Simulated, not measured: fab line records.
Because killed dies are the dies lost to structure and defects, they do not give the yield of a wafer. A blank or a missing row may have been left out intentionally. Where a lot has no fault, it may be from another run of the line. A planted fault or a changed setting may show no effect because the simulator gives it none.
One fault seen from 2 desks ; flow berkeley_cmos170 ; numbers are kept per desk, each desk with only its own; the story behind them comes last

== THE TOOL OWNER'S DESK: furnace-01 ==
Per lot that ran on this tool, the mean of the sampled wafers carrying a number, from the tool's own readings at UCB170_SPACER_ANNEAL_02 (time 1800 s). Any lot whose mean is over 4 standard deviations away from the usual mean is out of limits and marked OUT; that distance is given in the brackets.
Columns: A = spike_tc_centre_C at UCB170_SPACER_ANNEAL_02, usual 902.9 C; B = zone_power_centre_pct at UCB170_SPACER_ANNEAL_02, usual 39.9 %
lot;first seen here;A;B
L227;day 6 11:45;903.1;38.5
L236;day 8 01:13;902.4;38.8
L244;day 10 02:52;868.2 (-36) OUT;25.0 (-6.8) OUT
L248;day 10 22:44;868.0 (-37) OUT;25.0 (-6.8) OUT
L249;day 10 22:44;867.4 (-37) OUT;25.0 (-6.8) OUT
This desk finds L244, L248, L249 out of limits, L244 being first, at day 10 02:52 (spike_tc_centre_C at UCB170_SPACER_ANNEAL_02). In limits: L227, L236.

== THE METROLOGY DESK ==
Means of the sampled wafers that have a number, per lot and without regard to the tool the lot ran on: this is what the gauges read. Any lot whose mean is over 4 standard deviations away from the usual mean is out of limits and marked OUT; that distance is given in the brackets.
Columns: A = cd_nm at UCB170_NLDD_CD_MEAS_06, usual 1200.5 nm; B = NLDD_OVL at UCB170_NLDD_OVL_MEAS_07, usual 0 nm; C = NLDD_TW at UCB170_NLDD_TW_MEAS_11, usual 2213; D = SPACER_TEOS_THK at UCB170_SPACER_THK_MEAS_01, usual 377 nm
lot;first seen here;A;B;C;D
L227;day 6 07:54;1199.1;5;2234;378
L236;day 7 22:14;1199.5;7;2197;376
L244;day 9 21:28;1201.6;2;2211;381
L245;day 10 10:17;1200.2;6;2194;370
L247;day 10 13:36;1202.1;-0;2192;380
L248;day 10 18:16;1202.3;-1;2194;372
L249;day 10 18:43;1200.1;-7;2219;379
This desk found nothing out of limits on any of the 7 lots.

== PUT TOGETHER ==
An alarm could have come from the tool owner's desk at day 10 02:52, on L244, L248, L249.
From the metrology desk's view, nothing was out of limits.
The metrology desk holds a record of L244, L248, L249, inside its limits.
The lots listed all ran UCB170_SPACER_ANNEAL_02 on furnace-01.

== WHAT THE SIMULATOR HAD PUT IN ==
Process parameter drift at UCB170_SPACER_ANNEAL_02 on furnace-01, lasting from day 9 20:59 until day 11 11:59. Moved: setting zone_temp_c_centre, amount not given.
Struck lots among those shown: L244, L248, L249.
Time in hours from fault onset to the first out-of-limits reading at each desk: the tool owner's desk, 6.
